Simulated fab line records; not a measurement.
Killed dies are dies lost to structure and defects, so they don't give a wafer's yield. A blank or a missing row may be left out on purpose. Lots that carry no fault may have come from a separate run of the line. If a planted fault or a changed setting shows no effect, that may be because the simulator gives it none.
Split-lot study ; flow rit_cmos ; route with 202 steps; 5 lots, 23 wafers read

== ABOUT THE SPLIT ==
At RIT_CONTACT_CVD_00 (deposits SiO2 from TEOS, target thk 400 nm, time 61 s), the setting time_s was moved away from the recipe's 61 s on 10 of the 23 wafers read, by -13.8% to +13.7%. For the rest of the wafers, this setting stayed at what the recipe calls for.

There is no step in the file separating the split from the reading.

== THE READING ==
CONTACT_TEOS_THK at RIT_CONTACT_THK_MEAS_01, in nm. On this fab line, fault-free wafers typically give 404 nm with a standard deviation of 3.9 nm.

wafer;tool, chamber at the split;time_s as run, s;against the recipe;CONTACT_TEOS_THK, nm;against lot-mates on the recipe
L076.1;pecvd-02, 1;61;recipe;401;-
L076.2;pecvd-02, 2;52.57;-13.8%;348;-57
L076.3;pecvd-02, 0;52.57;-13.8%;344;-61
L076.5;pecvd-02, 0;61;recipe;406;-
L076.6;pecvd-02, 2;61;recipe;407;-
L078.1;pecvd-03, 0;64.57;+5.9%;430;+26
L078.2;pecvd-03, 2;64.57;+5.9%;422;+18
L078.4;pecvd-03, 1;61;recipe;407;-
L078.5;pecvd-03, 0;61;recipe;405;-
L078.6;pecvd-03, 2;61;recipe;400;-
L080.3;pecvd-04, 1;61;recipe;406;-
L080.5;pecvd-04, 0;61;recipe;405;-
L080.6;pecvd-04, 2;61;recipe;403;-
L081.1;pecvd-03, 2;61;recipe;400;-
L081.2;pecvd-03, 0;69.37;+13.7%;458;+56
L081.4;pecvd-03, 1;61;recipe;405;-
L081.5;pecvd-03, 0;69.37;+13.7%;464;+62
L081.6;pecvd-03, 2;69.37;+13.7%;463;+60
L082.2;pecvd-02, 0;65.66;+7.6%;430;+26
L082.3;pecvd-02, 1;65.66;+7.6%;432;+28
L082.4;pecvd-02, 0;61;recipe;403;-
L082.5;pecvd-02, 1;65.66;+7.6%;434;+30
L082.6;pecvd-02, 2;61;recipe;406;-

FIT RESULTS
A straight line over all 23 wafers: CONTACT_TEOS_THK changes by +4.12 nm for each +1% of time_s; r = +0.99; the points scatter about the line by 3 nm.
The same after taking each lot's own level away (the mean of its wafers on the recipe; 23 wafers): +4.18 nm for each +1%; r = +0.99; scatter 3.2 nm.
The reading moves by 58 nm for the largest change in time_s, on that fit.
The lots' own levels span 402.5 to 404.7 nm, that is 0.6 times the standard deviation above.
Consequently the slope shifts little with the lot-to-lot level, the two slopes agreeing.
Check: -59.1 nm against its lot-mates is what the line predicts for one of the wafers moved furthest among these (-13.8%) when that wafer is left out of the fit. Against them it came out at -56.7 nm.

== THE OTHER SPLITS THESE WAFERS WENT THROUGH ==
These wafers also went through other splits before the reading. Each is held against what the fit with the lots' levels taken away leaves over:
other split on the same wafers;wafers away from the commonest value;r with CONTACT_TEOS_THK (lot level and that fit taken away)
RIT_PLDD_IMPLANT_08 dose_cm2;6;+0.04
RIT_SPACER_CVD_03 nh3_flow_sccm;15;-0.37
RIT_PSD_IMPLANT_08 energy_kev;11;+0.19
RIT_SDANNEAL_CLEAN_02 time_s;15;+0.37
RIT_SILICIDE_SPUTTER_01 power_w;9;-0.28

== THE WHOLE CHAIN: every reading that the file lists as answering this split, in the file's order ==
step;what it does;reading;change (the file's fit);r (the file's)
RIT_CONTACT_CVD_00;deposits SiO2 from TEOS, target thk 400 nm, time 61 s;SiO2_of_CONTACT_CVD_00.thk_nm (the simulator's own value, which no gauge read);+4.15 nm for each +1% of the setting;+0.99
RIT_CONTACT_THK_MEAS_01;;CONTACT_TEOS_THK;+4.15 for each +1% of the setting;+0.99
RIT_CONTACT_ETCH_11;etches SiO2 in CHF3/CF4/Ar, stops on TiSi2, target depth 480 nm, time 320 s;CONTACT.feature_depth_nm (the simulator's own value, which no gauge read);+4.15 nm for each +1% of the setting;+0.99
RIT_CONTACT_ETCH_11;etches SiO2 in CHF3/CF4/Ar, stops on TiSi2, target depth 480 nm, time 320 s;etch.depth_nm (the simulator's own value, which no gauge read);+4.15 nm for each +1% of the setting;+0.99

== FILE'S OWN FIT ==
CONTACT_TEOS_THK changes by +4.15 nm for each +1% of time_s, r = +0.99.
